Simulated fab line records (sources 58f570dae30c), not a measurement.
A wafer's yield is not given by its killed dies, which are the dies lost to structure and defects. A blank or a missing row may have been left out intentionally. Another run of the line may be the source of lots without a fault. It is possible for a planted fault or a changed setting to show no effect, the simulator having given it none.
Which of the tools did it? -- flow berkeleyCmos170 -- 42 wafers from 14 lots sampled at 6 of the route's 331 steps

## WHAT THE GAUGES READ, wafer by wafer
UCB170_FIELD_THK_MEAS_91. Usual: for FIELD_OXIDE_LEFT_2_THK the level is 355 nm and the standard deviation is 15.
lot,measured,on,FIELD_OXIDE_LEFT_2_THK (nm),flag
L345,day 6 02:33,filmMetro-02,349 347 347,
L344,day 6 03:05,filmMetro-04,370 360 365,
L348,day 6 08:59,filmMetro-01,347 340 348,
L347,day 6 09:19,filmMetro-01,350 344 348,
L349,day 6 15:49,filmMetro-01,341 330 342,
L350,day 6 16:03,filmMetro-02,339 347 352,
L351,day 7 05:13,filmMetro-04,343 345 342,
L353,day 7 14:44,filmMetro-01,345 347 358,
L357,day 8 08:44,filmMetro-04,355 369 371,
L355,day 8 09:01,filmMetro-04,361 376 377,
L354,day 8 09:08,filmMetro-02,387 388 372,
L356,day 8 09:17,filmMetro-01,362 360 356,
L359,day 8 11:32,filmMetro-04,366 368 370,
L362,day 9 10:11,filmMetro-01,341 350 345,

UCB170_GATE_THK_MEAS_05. Usual: for GATE_POLY_THK the level is 214.5 nm and the standard deviation is 1.6.
lot,measured,on,GATE_POLY_THK (nm),flag
L345,day 6 14:18,filmMetro-03,217.2 214.5 214.2,
L344,day 6 14:22,filmMetro-03,213.4 213.2 212.9,
L348,day 6 19:46,filmMetro-03,216.5 215.8 216.8,
L347,day 6 19:46,filmMetro-02,215.5 213.9 215.0,
L349,day 7 00:23,filmMetro-03,215.2 214.7 213.1,
L350,day 7 00:22,filmMetro-04,213.2 213.5 211.5,
L351,day 7 16:27,filmMetro-04,217.6 216.3 214.6,
L353,day 7 22:47,filmMetro-03,217.1 216.6 218.0,
L357,day 9 01:02,filmMetro-02,213.1 212.2 211.8,
L355,day 9 01:02,filmMetro-04,215.6 218.1 216.6,
L354,day 9 01:02,filmMetro-03,213.9 214.1 213.2,
L356,day 9 01:05,filmMetro-02,215.6 214.7 213.8,
L359,day 9 01:06,filmMetro-04,214.0 214.2 214.4,
L362,day 9 19:04,filmMetro-04,213.3 214.0 214.0,

UCB170_M1_CD_MEAS_09: the cd target is 700 nm. Usual: 700.3 nm for cdNm, sd 1.6.
lot,measured,on,cdNm (nm),flag
L345,day 7 13:48,cdSem-01,699.6 699.7 699.4,
L344,day 7 16:23,cdSem-01,698.9 698.8 699.8,
L348,day 7 20:29,cdSem-02,699.3 698.2 698.7,
L347,day 7 21:07,cdSem-02,698.1 699.0 698.2,
L349,day 7 22:31,cdSem-02,698.9 698.1 698.4,
L350,day 7 22:05,cdSem-01,700.5 700.6 700.9,
L351,day 8 16:11,cdSem-02,700.7 701.0 701.0,
L353,day 8 22:01,cdSem-02,700.6 701.0 700.0,
L357,day 10 02:21,cdSem-01,696.0 697.0 696.9,
L355,day 10 04:36,cdSem-01,701.6 701.6 700.8,
L354,day 10 05:09,cdSem-01,698.6 699.5 699.8,
L356,day 10 04:36,cdSem-02,700.2 698.8 699.3,
L359,day 10 04:53,cdSem-01,702.2 701.4 701.0,
L362,day 11 00:02,cdSem-02,702.2 702.1 701.8,

UCB170_M1_CD_MEAS_90: the cd target is 700 nm. Usual: 699.5 nm for cdNm, sd 2.6.
lot,measured,on,cdNm (nm),flag
L345,day 7 14:14,cdSem-01,701.3 696.7 703.1,
L344,day 7 16:49,cdSem-02,699.5 696.5 697.2,
L348,day 7 20:56,cdSem-01,701.1 697.0 702.6,
L347,day 7 21:33,cdSem-02,695.9 698.4 695.7,
L349,day 7 22:57,cdSem-02,697.1 702.9 701.6,
L350,day 7 22:34,cdSem-01,696.7 698.8 698.4,
L351,day 8 16:37,cdSem-01,699.1 701.0 701.1,
L353,day 8 22:27,cdSem-02,699.4 700.9 700.8,
L357,day 10 02:47,cdSem-01,695.1 693.9 694.1,
L355,day 10 05:02,cdSem-02,699.5 699.4 701.9,
L354,day 10 05:35,cdSem-02,695.8 701.8 700.1,
L356,day 10 05:08,cdSem-02,- - -,OFF
L359,day 10 05:22,cdSem-01,- - -,OFF
L362,day 11 00:29,cdSem-02,700.4 698.4 698.8,

## WHAT TOOL EACH LOT RAN ON (gives the tool, then ch and the chambers of the sampled wafers, and finally the start)
lot,UCB170_M1_ETCH_11,UCB170_M1_METAL_ETCH_12
L345,"rieDiel-01 ch 0,2,3, day 7 13:58","rieMetal-01 ch 0,1, day 7 14:00"
L344,"rieDiel-04 ch 0,1, day 7 16:33","rieMetal-04 ch 0,1, day 7 16:35"
L348,"rieDiel-03 ch 0,2, day 7 20:38","rieMetal-01 ch 0,1, day 7 20:42"
L347,"rieDiel-01 ch 0,1,2, day 7 21:16","rieMetal-04 ch 0,1, day 7 21:19"
L349,"rieDiel-01 ch 0,2, day 7 22:38","rieMetal-01 ch 0,1, day 7 22:43"
L350,"rieDiel-04 ch 0,1,3, day 7 22:14","rieMetal-03 ch 0, day 7 22:17"
L351,"rieDiel-03 ch 0,2, day 8 16:20","rieMetal-03 ch 0,1, day 8 16:22"
L353,"rieDiel-04 ch 1,2, day 8 22:09","rieMetal-03 ch 0,1, day 8 22:11"
L357,"rieDiel-03 ch 1,2, day 10 02:30","rieMetal-03 ch 0,1, day 10 02:32"
L355,"rieDiel-04 ch 0,3, day 10 04:44","rieMetal-01 ch 0,1, day 10 04:47"
L354,"rieDiel-04 ch 1,3, day 10 05:19","rieMetal-01 ch 0,1, day 10 05:21"
L356,"rieDiel-03 ch 1,3, day 10 04:46","rieMetal-03 ch 0,1, day 10 04:48"
L359,"rieDiel-01 ch 0,1,2, day 10 05:02","rieMetal-04 ch 0,1, day 10 05:04"
L362,"rieDiel-01 ch 1,2, day 11 00:11","rieMetal-04 ch 0,1, day 11 00:14"
- UCB170_M1_ETCH_11: etches BARC in N2/H2.
- UCB170_M1_METAL_ETCH_12: etches Al in Cl2/BCl3, stops on PSG, target depth 780 nm, time 130 s.

## WHAT THE TOOLS THEMSELVES READ (means of the sampled wafers that have a number; where no wafer has one, the mark that the record gives instead)
UCB170_M1_ETCH_11. Usual: biasW 99.99 W, standard deviation 0.28; chamberPressureMTorr 30.000 mTorr, standard deviation 0.026; drypumpMotorCurrentA 6.1 A, standard deviation 0.44; oesProductAu 1.010 a.u., standard deviation 0.02; throttleValvePct 13.24 %, standard deviation 0.16.
lot,tool,biasW (W),chamberPressureMTorr (mTorr),drypumpMotorCurrentA (A),oesProductAu (a.u.),throttleValvePct (%),flag
L345,rieDiel-01,99.96,29.997,5.8,1.014,13.30,
L344,rieDiel-04,100.41,30.002,6.4,1.007,13.27,
L348,rieDiel-03,100.12,29.995,6.1,1.019,13.24,
L347,rieDiel-01,99.76,30.001,5.9,1.011,13.25,
L349,rieDiel-01,99.95,29.986,5.6,1.008,13.23,
L350,rieDiel-04,100.02,30.000,6.5,1.010,13.18,
L351,rieDiel-03,99.99,30.014,6.1,1.014,13.25,
L353,rieDiel-04,99.69,30.013,5.7,1.012,13.31,
L357,rieDiel-03,99.79,29.984,5.6,1.004,13.32,
L355,rieDiel-04,100.16,29.995,6.6,1.021,13.09,
L354,rieDiel-04,99.75,29.985,6.6,0.997,13.12,
L356,rieDiel-03,-,-,-,-,-,OFF
L359,rieDiel-01,-,-,-,-,-,OFF
L362,rieDiel-01,99.99,30.005,5.7,1.021,13.18,

UCB170_M1_METAL_ETCH_12. Usual: bcl3FlowSccm 44.99 sccm, standard deviation 0.13; biasW 119.9 W, standard deviation 0.38; drypumpMotorCurrentA 5.6 A, standard deviation 0.35; oesProductAu 0.856 a.u., standard deviation 0.015; throttleValvePct 24.44 %, standard deviation 0.27.
lot,tool,bcl3FlowSccm (sccm),biasW (W),drypumpMotorCurrentA (A),oesProductAu (a.u.),throttleValvePct (%),flag
L345,rieMetal-01,45.11,120.0,5.6,0.851,24.73,
L344,rieMetal-04,45.06,120.1,5.2,0.871,24.46,
L348,rieMetal-01,44.90,119.9,5.5,0.852,24.71,
L347,rieMetal-04,44.83,120.1,5.3,0.874,24.43,
L349,rieMetal-01,44.99,119.7,5.6,0.846,24.73,
L350,rieMetal-03,45.06,119.7,5.7,0.858,24.00,
L351,rieMetal-03,45.12,119.6,5.9,0.844,24.20,
L353,rieMetal-03,45.09,119.9,5.9,0.839,24.20,
L357,rieMetal-03,44.97,119.4,5.8,0.862,24.09,
L355,rieMetal-01,45.05,119.9,5.8,0.851,24.77,
L354,rieMetal-01,44.94,120.3,5.6,0.845,24.72,
L356,rieMetal-03,45.09,120.0,5.9,0.370,24.43,OFF
L359,rieMetal-04,45.07,120.2,5.3,0.380,24.70,OFF
L362,rieMetal-04,44.89,119.7,5.3,0.870,24.43,

## THE ANSWER, worked out from the rows above alone
Rule: lot off if the mean of its wafers having a number is beyond 3 standard deviations from the usual mean. Also off: a lot with no number at a reading for which 4 or more lots have one. Any other lot the step has rows for is counted as sound. Order of review: gauges by route order, followed by the tools' own readings, for which a lot's mean as printed above is used. The first step at which some lot is off is used, and at that step the reading that is off furthest; a lot without a number counts as furthest.
Off: L356, L359 (UCB170_M1_CD_MEAS_90, cdNm). Without a number there: L356, L359.
A tool fits if, at a process step before that reading, it ran every lot that is off, and no sound lot after the first of them. Not tried: the gauges at UCB170_M1_CD_MEAS_90; whatever is off there is also off at UCB170_M1_ETCH_11, on other tools, and gauge error can't account for it. None of those tried fits.

## WHAT THE SIMULATOR HAD INSERTED
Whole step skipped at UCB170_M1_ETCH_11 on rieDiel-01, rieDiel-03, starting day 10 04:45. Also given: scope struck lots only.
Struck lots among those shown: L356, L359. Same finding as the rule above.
